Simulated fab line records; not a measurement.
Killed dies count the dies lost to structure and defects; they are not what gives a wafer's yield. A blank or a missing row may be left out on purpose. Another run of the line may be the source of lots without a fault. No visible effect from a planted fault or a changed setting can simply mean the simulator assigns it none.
Check of tool commonality    flow berkeley_cmos170    45 wafers sampled across 15 lots

== WHY IT WAS OPENED ==
UCB170_NVT_TW_MEAS_09, reading NVT_TW: flagged on 3 of 15 lots. No-fault wafers: 526, standard deviation 4.1.
Rule: a lot is flagged in two cases, either no wafer of it has a number, or all its wafers with numbers fall more than 4 standard deviations from that mean. All remaining lots are regarded as sound.

lot   measured      on             NVT_TW, wafer by wafer  flag
L742  day 6 08:51   film_metro-02  526 525 523             
L738  day 6 09:06   film_metro-02  521 525 521             
L740  day 6 09:11   film_metro-04  530 533 534             
L741  day 6 09:28   film_metro-04  533 527 532             
L743  day 7 10:20   film_metro-02  524 520 523             
L744  day 7 10:37   film_metro-04  531 528 530             
L745  day 7 17:55   film_metro-04  530 528 530             
L747  day 7 18:04   film_metro-04  445 446 446             FLAGGED
L750  day 8 17:15   film_metro-04  441 445 443             FLAGGED
L752  day 8 18:02   film_metro-03  437 437 440             FLAGGED
L748  day 8 18:19   film_metro-02  523 522 524             
L757  day 9 20:43   film_metro-04  531 533 528             
L756  day 9 21:04   film_metro-04  527 528 530             
L759  day 10 08:56  film_metro-02  521 522 522             
L760  day 10 18:16  film_metro-03  520 522 523             
On average the flagged lots' numbers are 442, which is -84 against the usual, or -20 standard deviations.

== LOT BY LOT: THE TOOL USED ==
The record holds 1 process step before the reading, out of a route of 331 steps. In each cell: the tool, then ch and the chambers that the sampled wafers went through, then the start.
lot   flag     UCB170_NVT_IMPLANT_07
L742           implanter-02 ch 0, day 6 08:38
L738           implanter-03 ch 0, day 6 08:52
L740           implanter-01 ch 0, day 6 08:58
L741           implanter-03 ch 0, day 6 09:13
L743           implanter-01 ch 0, day 7 10:05
L744           implanter-02 ch 0, day 7 10:23
L745           implanter-01 ch 0, day 7 17:41
L747  FLAGGED  implanter-02 ch 0, day 7 17:50
L750  FLAGGED  implanter-02 ch 0, day 8 17:00
L752  FLAGGED  implanter-02 ch 0, day 8 17:48
L748           implanter-01 ch 0, day 8 18:04
L757           implanter-03 ch 0, day 9 20:28
L756           implanter-01 ch 0, day 9 20:49
L759           implanter-03 ch 0, day 10 08:41
L760           implanter-03 ch 0, day 10 18:01
What the steps here do:
- UCB170_NVT_IMPLANT_07
- UCB170_NVT_TW_MEAS_09

== FLAGGED OVER TOTAL, TOOL BY TOOL (the gauges that took the reading come last) ==
step                   tool           lots run  flagged  share of the flagged lots  sound lots run after its first flagged lot
UCB170_NVT_IMPLANT_07  implanter-01   5         0        none                       -
UCB170_NVT_IMPLANT_07  implanter-02   5         3        all                        0
UCB170_NVT_IMPLANT_07  implanter-03   5         0        none                       -
UCB170_NVT_TW_MEAS_09  film_metro-02  5         0        none                       -
UCB170_NVT_TW_MEAS_09  film_metro-03  2         1        some                       1 (L760)
UCB170_NVT_TW_MEAS_09  film_metro-04  8         2        some                       2 (L757,L756)

== THE TABLE: WHAT IT ALLOWS ==
In the table, 1 row covers all flagged lots: implanter-02 at UCB170_NVT_IMPLANT_07.
- implanter-02 at UCB170_NVT_IMPLANT_07 ran 5 lots, 3 of them flagged. It ran its last sound lot, L744, at day 7 10:23 and its first flagged lot, L747, at day 7 17:50: a fault with its onset between the two fits. Its own readings lie more than 4 standard deviations out on every wafer of the flagged lots: dose_ions_cm2, faraday_current_uA.
implanter-02 at UCB170_NVT_IMPLANT_07 is the single tool remaining.

== WHAT THE SIMULATOR HAD PUT IN ==
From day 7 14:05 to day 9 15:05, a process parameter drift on implanter-02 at UCB170_NVT_IMPLANT_07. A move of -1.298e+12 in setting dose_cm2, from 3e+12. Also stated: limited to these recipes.
Shown lots that were struck: L747, L750, L752. The rule above reached the same finding.
